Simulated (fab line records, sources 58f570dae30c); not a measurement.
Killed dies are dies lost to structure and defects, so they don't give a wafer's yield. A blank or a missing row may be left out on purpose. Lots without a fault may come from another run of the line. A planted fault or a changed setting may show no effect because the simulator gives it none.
Split-lot experiment | flow berkeley_cmos170 | 5 lots, 27 wafers read, on a route of 331 steps

THE SPLIT
At UCB170_ACTIVE_ETCH_15 (etches Si3N4 in CH3F/Ar/O2, stops on SiO2, target depth 242 nm, time 151 s), the setting target_depth_a was moved away from the recipe's 2420 angstrom on 9 of the 27 wafers read, by -36.7% to +55.4%. The other wafers ran this setting at the recipe's value.

The reading is taken at the split's own step.

THE READING
oes_product_au, in a.u., at UCB170_ACTIVE_ETCH_15 (etches Si3N4 in CH3F/Ar/O2, stops on SiO2, target depth 242 nm, time 151 s). Fault-free wafers of this fab line usually give 0.939 a.u., standard deviation 0.019 a.u..

wafer  | tool, chamber at the split | target_depth_a as run, angstrom | against the recipe | oes_product_au, a.u. | against lot-mates on the recipe
L077.1 | rie_diel-01, 2             | 2420                            | recipe             | 0.917                | -
L077.2 | rie_diel-01, 1             | 2420                            | recipe             | 0.908                | -
L077.3 | rie_diel-01, 3             | 1532                            | -36.7%             | 1.022                | +0.094
L077.4 | rie_diel-01, 0             | 1532                            | -36.7%             | 0.985                | +0.057
L077.5 | rie_diel-01, 3             | 2420                            | recipe             | 0.959                | -
L077.6 | rie_diel-01, 2             | 1532                            | -36.7%             | 0.973                | +0.045
L078.1 | rie_diel-01, 1             | 2420                            | recipe             | 0.925                | -
L078.2 | rie_diel-01, 0             | 2420                            | recipe             | 0.936                | -
L078.3 | rie_diel-01, 3             | 2420                            | recipe             | 0.961                | -
L078.4 | rie_diel-01, 2             | 2420                            | recipe             | 0.913                | -
L078.5 | rie_diel-01, 0             | 2420                            | recipe             | 0.948                | -
L078.6 | rie_diel-01, 3             | 2420                            | recipe             | 0.962                | -
L083.1 | rie_diel-04, 0             | 2420                            | recipe             | 0.976                | -
L083.2 | rie_diel-04, 1             | 2420                            | recipe             | 0.932                | -
L083.3 | rie_diel-04, 3             | 3389                            | +40.0%             | 0.794                | -0.160
L083.4 | rie_diel-04, 2             | 2420                            | recipe             | 0.955                | -
L083.5 | rie_diel-04, 3             | 3389                            | +40.0%             | 0.805                | -0.149
L083.6 | rie_diel-04, 2             | 3389                            | +40.0%             | 0.796                | -0.158
L085.2 | rie_diel-02, 0             | 2420                            | recipe             | 0.941                | -
L085.3 | rie_diel-02, 1             | 2420                            | recipe             | 0.940                | -
L085.5 | rie_diel-02, 3             | 2420                            | recipe             | 0.966                | -
L084.1 | rie_diel-01, 1             | 2420                            | recipe             | 0.926                | -
L084.2 | rie_diel-01, 0             | 2420                            | recipe             | 0.950                | -
L084.3 | rie_diel-01, 2             | 2420                            | recipe             | 0.929                | -
L084.4 | rie_diel-01, 3             | 3760                            | +55.4%             | 0.758                | -0.177
L084.5 | rie_diel-01, 2             | 3760                            | +55.4%             | 0.733                | -0.202
L084.6 | rie_diel-01, 3             | 3760                            | +55.4%             | 0.762                | -0.173

THE FIT
A straight line over all 27 wafers: oes_product_au changes by -0.0029 a.u. for each +1% of target_depth_a; r = -0.94; the points scatter about the line by 0.027 a.u..
The same after taking each lot's own level away (the mean of its wafers on the recipe; 27 wafers): -0.00303 a.u. for each +1%; r = -0.96; scatter 0.024 a.u..
On that fit, the largest move of target_depth_a shifts the reading by 0.17 a.u..
The lots' own levels span 0.9280 to 0.9543 a.u., that is 1.4 times the standard deviation above.
So the lot-to-lot level changes the slope little: the two slopes agree.
Check: with one of the wafers moved furthest among these (+55.4%) left out of the fit, the line predicts -0.179 a.u. for it against its lot-mates. It came out at -0.177 a.u. against them.
Tool readings at the split's step, against how far the setting was moved: oes_product_au r = -0.94.

OTHER SPLITS ON THESE WAFERS
These wafers also went through other splits before the reading. Each is held against what the fit with the lots' levels taken away leaves over:
other split on the same wafers          | wafers away from the commonest value | r with oes_product_au (lot level and that fit taken away)
UCB170_WELLDRIVE_OXIDATION_01 ox_time_s | 18                                   | -0.03

THE WHOLE CHAIN: every reading that the file lists as answering this split, in the file's order
step                   | what it does                                                               | reading                                                                             | change (the file's fit)                                                             | r (the file's)
UCB170_ACTIVE_ETCH_15  | etches Si3N4 in CH3F/Ar/O2, stops on SiO2, target depth 242 nm, time 151 s | oes_product_au                                                                      | -0.00313 a.u. for each +1% of the setting                                           | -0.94
UCB170_ACTIVE_ETCH_15  | etches Si3N4 in CH3F/Ar/O2, stops on SiO2, target depth 242 nm, time 151 s | KrF_of_ACTIVE_COAT_08.thk_nm (the simulator's own value, which no gauge read)       | -1.61 nm for each +1% of the setting                                                | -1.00
UCB170_ACTIVE_ETCH_15  | etches Si3N4 in CH3F/Ar/O2, stops on SiO2, target depth 242 nm, time 151 s | SiO2_of_ACTIVE_OXIDATION_02.thk_nm (the simulator's own value, which no gauge read) | not straight: 24.67 at the lowest setting, 23.4 at the recipe, 1.743 at the highest | not given
UCB170_ACTIVE_STRIP_16 | strips in O2                                                               | strip_time_to_endpoint_s                                                            | withheld for each +1% of the setting                                                | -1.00

THE FILE'S OWN FIT
oes_product_au changes by -0.00313 a.u. for each +1% of target_depth_a, r = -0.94.
